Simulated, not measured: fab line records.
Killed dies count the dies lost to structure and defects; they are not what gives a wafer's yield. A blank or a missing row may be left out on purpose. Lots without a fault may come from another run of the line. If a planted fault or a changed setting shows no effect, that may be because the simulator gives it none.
2 desks, one fault	flow berkeley_cmos170	numbers are kept per desk, each desk with only its own; the story behind them comes last

TOOL OWNER'S DESK, litho_track-01
The tool's own readings at UCB170_ACTIVE_PEB_11, given as means over the sampled wafers that have a number, one for each lot that went through this tool. Marked OUT: a lot whose mean sits more than 4 standard deviations from the usual mean, which makes it out of limits; the brackets give that distance.
Columns: A = heater_power_total_W at UCB170_ACTIVE_PEB_11, usual 56.80 W; B = plate_temp_C at UCB170_ACTIVE_PEB_11, usual 129.99 C
lot	first seen here	A	B
L447	day 4 20:32	56.79	130.09
L448	day 5 04:47	56.78	129.82
L450	day 5 18:16	56.79	130.19
L454	day 6 05:10	56.80	130.26
L456	day 6 19:14	65.37 (+99 or more) OUT	144.77 (+99 or more) OUT
L459	day 7 01:56	65.36 (+99 or more) OUT	144.79 (+99 or more) OUT
L470	day 10 10:49	56.80	130.06
This desk's verdict: out of limits on L456, L459, starting with L456 at day 6 19:14 (heater_power_total_W at UCB170_ACTIVE_PEB_11). In limits: L447, L448, L450, L454, L470.

METROLOGY DESK
What the gauges read for every lot (on any tool): the sampled wafers with a number, averaged. Marked OUT: a lot whose mean sits more than 4 standard deviations from the usual mean, which makes it out of limits; the brackets give that distance.
Columns: A = NWELL_OXIDE_THK at UCB170_NWELL_THK_MEAS_02, usual 26.3 nm; B = NWELL_NITRIDE_THK at UCB170_NWELL_THK_MEAS_05, usual 223.5 nm; C = cd_nm at UCB170_ACTIVE_CD_MEAS_13, usual 1199.9 nm; D = ACTIVE_OVL at UCB170_ACTIVE_OVL_MEAS_14, usual 1 nm
lot	first seen here	A	B	C	D
L447	day 2 03:28	27.2	225.3	1199.4	-3
L448	day 2 10:53	26.6	219.9	1200.1	-2
L449	day 2 15:56	25.1	223.3	1198.8	5
L450	day 2 23:29	25.5	222.2	1199.7	-3
L452	day 3 09:44	26.5	223.3	1199.6	7
L454	day 3 19:36	25.8	224.3	1199.3	7
L456	day 4 02:48	25.9	221.6	1144.0 (-47) OUT	6
L459	day 4 09:25	26.3	221.7	1144.1 (-46) OUT	-5
L461	day 4 23:14	26.1	226.0	1198.8	-3
L467	day 6 03:58	26.3	225.3	1201.2	1
L466	day 6 03:58	27.4	224.4	1201.0	-7
L468	day 6 14:58	25.3	225.7	1199.4	3
L469	day 6 14:59	26.4	223.9	1201.6	3
L470	day 7 00:30	26.7	225.0	1199.9	1
This desk's verdict: out of limits on L456, L459, starting with L456 at day 6 19:31 (cd_nm at UCB170_ACTIVE_CD_MEAS_13). In limits: L447, L448, L449, L450, L452, L454, L461, L467, L466, L468, L469, L470.

BROUGHT TOGETHER
At day 6 19:14, on L456, L459, the tool owner's desk was in a position to raise an alarm.
Metrology desk: alarm possible at day 6 19:31 on L456, L459.
UCB170_ACTIVE_PEB_11 was run on litho_track-01 by each of the lots named.

WHAT THE SIMULATOR PUT IN
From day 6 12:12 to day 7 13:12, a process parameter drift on litho_track-01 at UCB170_ACTIVE_PEB_11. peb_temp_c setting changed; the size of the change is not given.
Struck lots among those shown: L456, L459.
Delay (hours) between the fault's onset and each desk's first out-of-limits reading: 7 at the tool owner's desk, 7 at the metrology desk.
